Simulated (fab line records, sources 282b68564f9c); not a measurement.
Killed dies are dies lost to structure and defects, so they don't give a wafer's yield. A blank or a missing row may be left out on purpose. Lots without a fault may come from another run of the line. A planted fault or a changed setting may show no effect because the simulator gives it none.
A struck lot beside a sound one | flow rit_cmos | 43 steps out of a route of 202
Sound: wafers L500.4, L500.5, L500.6. Struck: wafer L507.1. (L507.2, L507.5 of the same lot were not struck and are left out.) The cause comes at the end.
At each step with rows: each side's tool, then ch and its chambers, then its first start. Under that, the readings that differ: sound wafers | struck wafers | difference of the means | sigmas: that difference in standard deviations of wafers without a fault.
alike: readings whose means differ by less than 2 such deviations, and words and numbers that are the same on both sides. not compared: withheld readings, readings that some wafer has no value for, bounds like >300 that may hide the same value, and numbers for which the record gives no deviation and whose values overlap.
The two part at a step that has a row with sigmas, a row that says differs or no value, or rows on one side only. Numbers that don't overlap but have no deviation are shown without sigmas and don't part them. A reading that every wafer of one side lacks parts them only if that side has two wafers or more.

first, 1 step without rows for these wafers: RIT_PSD_IMPLANT_08.
RIT_PSD_STRIP_09: strips in O2, time 180 s.
  sound on plasma_asher-02 ch 0,1, day 5 04:21; struck on plasma_asher-02 ch 0, day 6 17:19
  reading                | sound | struck | difference                   | sigmas
  rf_hours_counter_h (h) | - - - | 49     | no value on the sound wafers |
  alike: drypump_motor_current_A
RIT_PSD_TW_MEAS_10:
  sound on film_metro-04, day 5 04:30; struck on film_metro-04, day 6 17:29
  alike: PSD_TW
then, 3 steps without rows for these wafers: RIT_SDANNEAL_CLEAN_00 (cleans in SC1, time 600 s); RIT_SDANNEAL_CLEAN_01 (cleans in dHF, time 30 s); RIT_SDANNEAL_CLEAN_02 (cleans in SC2, time 600 s).
RIT_SDANNEAL_RTA_03: time 5 s.
  sound on rtp_anneal-01 ch 0, day 5 04:55; struck on rtp_anneal-02 ch 0, day 6 17:55
  alike: wafer_temp_C_max
RIT_SDANNEAL_RS_MEAS_04: measures by four-point-probe.
  sound on film_metro-01, day 5 05:01; struck on film_metro-04, day 6 17:58
  alike: PSD_RS
RIT_SDANNEAL_RS_MEAS_05: measures by four-point-probe.
  sound on film_metro-01, day 5 05:08; struck on film_metro-04, day 6 18:05
  alike: NSD_RS
RIT_SDANNEAL_RS_MEAS_06: measures by four-point-probe.
  sound on film_metro-01, day 5 05:15; struck on film_metro-04, day 6 18:13
  alike: PLDD_RS
RIT_SDANNEAL_RS_MEAS_07: measures by four-point-probe.
  sound on film_metro-01, day 5 05:22; struck on film_metro-04, day 6 18:20
  alike: NLDD_RS
then, 1 step without rows for these wafers: RIT_SILICIDE_WET_ETCH_00 (etches SiO2 in BOE, target depth 14 nm, time 15 s).
RIT_SILICIDE_SPUTTER_01: material Ti, target thk 30 nm, time 240 s.
  sound on pvd_sputter-02, day 5 05:26; struck on pvd_sputter-03, day 6 18:28
  alike: throttle_valve_pct
RIT_SILICIDE_RS_MEAS_02: measures by four-point-probe.
  sound on film_metro-02, day 5 05:39; struck on film_metro-03, day 6 18:37
  alike: SILICIDE_TI_RS
RIT_SILICIDE_THK_MEAS_03: measures by xrf.
  sound on film_metro-02, day 5 05:44; struck on film_metro-03, day 6 18:44
  alike: SILICIDE_TI_THK
then, 2 steps without rows for these wafers: RIT_SILICIDE_RTA_04 (time 10 s, ramp up 5 s, ramp down 5 s); RIT_SILICIDE_WET_ETCH_05 (etches Ti in SPM, time 120 s).
RIT_SILICIDE_RTA_06: time 10 s, ramp up 5 s, ramp down 10 s.
  sound on rtp_anneal-01 ch 0, day 5 05:55; struck on rtp_anneal-02 ch 0, day 6 18:54
  reading          | sound             | struck | difference | sigmas
  wafer_temp_C_max | 755.3 756.0 756.7 | 753.8  | -2.2       | -2
RIT_CONTACT_CVD_00: deposits SiO2 from TEOS, target thk 400 nm, time 61 s.
  sound on pecvd-02 ch 0,1,2, day 5 05:58; struck on pecvd-04 ch 1, day 6 18:58
  alike: heater_power_w
RIT_CONTACT_THK_MEAS_01:
  sound on film_metro-04, day 5 06:02; struck on film_metro-04, day 6 19:02
  alike: CONTACT_TEOS_THK
then, 6 steps without rows for these wafers: RIT_CONTACT_HMDS_02 (prime time 60 s); RIT_CONTACT_COAT_03 (resist thk 1000 nm); RIT_CONTACT_SOFTBAKE_04 (time 60 s); RIT_CONTACT_EXPOSE_05 (exposes mask M11, target cd 1000 nm); RIT_CONTACT_PEB_06; RIT_CONTACT_DEVELOP_07 (develop time 120 s).
RIT_CONTACT_CD_MEAS_08: target cd 1000 nm.
  sound on cd_sem-02, day 5 07:08; struck on cd_sem-02, day 6 20:12
  alike: cd_nm
RIT_CONTACT_OVL_MEAS_09:
  sound on overlay-02, day 5 07:12; struck on overlay-01, day 6 20:19
  alike: CONTACT_OVL
then, 1 step without rows for these wafers: RIT_CONTACT_HARDBAKE_10 (time 60 s).
RIT_CONTACT_ETCH_11: etches SiO2 in CHF3/CF4/Ar, stops on TiSi2, target depth 480 nm, time 320 s.
  sound on rie_diel-04 ch 1,2,3, day 5 07:28; struck on rie_diel-01 ch 2, day 6 20:30
  alike: drypump_motor_current_A, oes_product_au, throttle_valve_pct
  not compared: rf_hours_counter_h
then, 1 step without rows for these wafers: RIT_CONTACT_STRIP_12 (strips in O2, time 180 s).
RIT_CONTACT_CD_MEAS_90: target cd 1000 nm.
  sound on cd_sem-02, day 5 07:54; struck on cd_sem-02, day 6 20:52
  alike: cd_nm
then, 3 steps without rows for these wafers: RIT_CONTACT_CLEAN_13 (cleans in SC1, time 600 s); RIT_CONTACT_CLEAN_14 (cleans in SC2, time 600 s); RIT_M1_SPUTTER_00 (material Al, target thk 400 nm, time 500 s).
RIT_M1_RS_MEAS_01: measures by four-point-probe.
  sound on film_metro-02, day 5 08:40; struck on film_metro-02, day 6 21:38
  alike: M1_AL_RS
RIT_M1_THK_MEAS_02: measures by xrf.
  sound on film_metro-02, day 5 08:45; struck on film_metro-02, day 6 21:46
  alike: M1_AL_THK
then, 5 steps without rows for these wafers: RIT_M1_HMDS_03 (prime time 60 s); RIT_M1_COAT_04 (resist thk 1300 nm); RIT_M1_SOFTBAKE_05 (time 60 s); RIT_M1_EXPOSE_06 (exposes mask M12, target cd 2600 nm); RIT_M1_PEB_07.
RIT_M1_PROBE_99:
  sound on prober-01, day 5 14:59; struck on prober-01, day 7 04:12
  reading       | sound | struck                   | difference                   | sigmas
  hold          | - - - | await_dispo/4.0h/release | no value on the sound wafers |
  killed_on_rim | 4 1 1 | 9                        | +7                           | +6
  alike: killed_at_M0_to_M3, killed_at_front_end, killed_dies, killed_open, killed_short

WHERE THEY PART
First at RIT_PSD_STRIP_09; last, within this record, at RIT_M1_PROBE_99.

WHY: what the simulator had put in
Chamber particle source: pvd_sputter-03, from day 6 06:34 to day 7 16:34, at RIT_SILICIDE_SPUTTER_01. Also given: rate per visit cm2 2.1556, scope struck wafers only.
